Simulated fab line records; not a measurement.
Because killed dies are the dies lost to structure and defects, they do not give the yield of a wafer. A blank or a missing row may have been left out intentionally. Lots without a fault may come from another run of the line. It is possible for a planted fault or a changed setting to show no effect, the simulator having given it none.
One fault seen from 2 desks | flow berkeley cmos170 | each desk holds nothing but its own numbers, with what lay behind them at the end

## AT THE METROLOGY DESK
Lot by lot, what the gauges showed, no matter which tool ran the lot: averages of those sampled wafers that carry a number. If a lot's mean is further than 4 standard deviations from the usual mean, the lot is out of limits and carries the mark OUT (the distance appears in the brackets).
Columns: A = M2_AL_RS at UCB170_M2_RS_MEAS_02, usual 0.0322 ohm/sq
lot  | first seen here | A
L392 | day 8 05:35     | 0.0323
L393 | day 8 05:41     | 0.0323
L395 | day 8 23:32     | 0.0324
L396 | day 8 23:55     | 0.0321
L398 | day 9 06:55     | 0.0324
L397 | day 9 09:46     | 0.0326
L400 | day 9 10:00     | 0.0325
L401 | day 9 19:24     | 0.0317
L402 | day 10 02:32    | 0.0322
L405 | day 10 14:26    | 0.0319
L409 | day 11 14:34    | 0.0320
L410 | day 11 14:46    | 0.0315
L408 | day 11 14:59    | 0.0326
L412 | day 12 04:14    | 0.0322
This desk found nothing out of limits on any of the 14 lots.

## THE TOOL OWNER'S DESK: rie diel-04
The tool's own readings at UCB170_V1_ETCH_14 (etches SiO2 in CHF3/CF4/Ar, stops on Al, target depth 1250 nm, time 291 s): means of the sampled wafers that have a number, for each lot that ran on this tool. If a lot's mean is further than 4 standard deviations from the usual mean, the lot is out of limits and carries the mark OUT (the distance appears in the brackets).
Columns: A = drypump motor current A at UCB170_V1_ETCH_14, usual 5.9 A; B = oes product au at UCB170_V1_ETCH_14, usual 0.876 a.u.; C = run length s at UCB170_V1_ETCH_14, usual 319.3 s; D = throttle valve pct at UCB170_V1_ETCH_14, usual 6.94 %
lot  | first seen here | A   | B     | C                | D
L392 | day 8 05:02     | 6.2 | 0.880 | 319.3            | 6.89
L396 | day 8 23:20     | 6.3 | 0.879 | 319.2            | 6.80
L398 | day 9 06:17     | 6.4 | 0.872 | 319.5            | 6.98
L397 | day 9 09:06     | 5.7 | 0.883 | 319.1            | 6.91
L401 | day 9 18:49     | 5.9 | 0.882 | 319.4            | 7.01
L402 | day 10 02:01    | 6.2 | 0.876 | 319.6            | 6.89
L405 | day 10 13:55    | 5.7 | 0.872 | 323.3 (+8.6) OUT | 6.90
L408 | day 11 14:26    | 5.6 | 0.873 | 323.9 (+10) OUT  | 7.00
This desk's verdict: out of limits on L405, L408, starting with L405 at day 10 13:55 (run length s at UCB170_V1_ETCH_14). In limits: L392, L396, L398, L397, L401, L402.

## ALL TOGETHER
The tool owner's desk could have raised an alarm at day 10 13:55, on L405, L408.
At the metrology desk, nothing out of limits was observed.
The metrology desk holds a record of L405, L408, inside its limits.
On rie diel-04, each named lot ran UCB170_V1_ETCH_14.

## WHAT THE SIMULATOR PUT IN
rie diel-04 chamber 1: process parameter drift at UCB170_V1_ETCH_14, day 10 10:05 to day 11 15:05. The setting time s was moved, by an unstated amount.
Struck lots among those shown: L405, L408.
Hours from the fault's start to each desk's first reading out of limits: the tool owner's desk, 4.
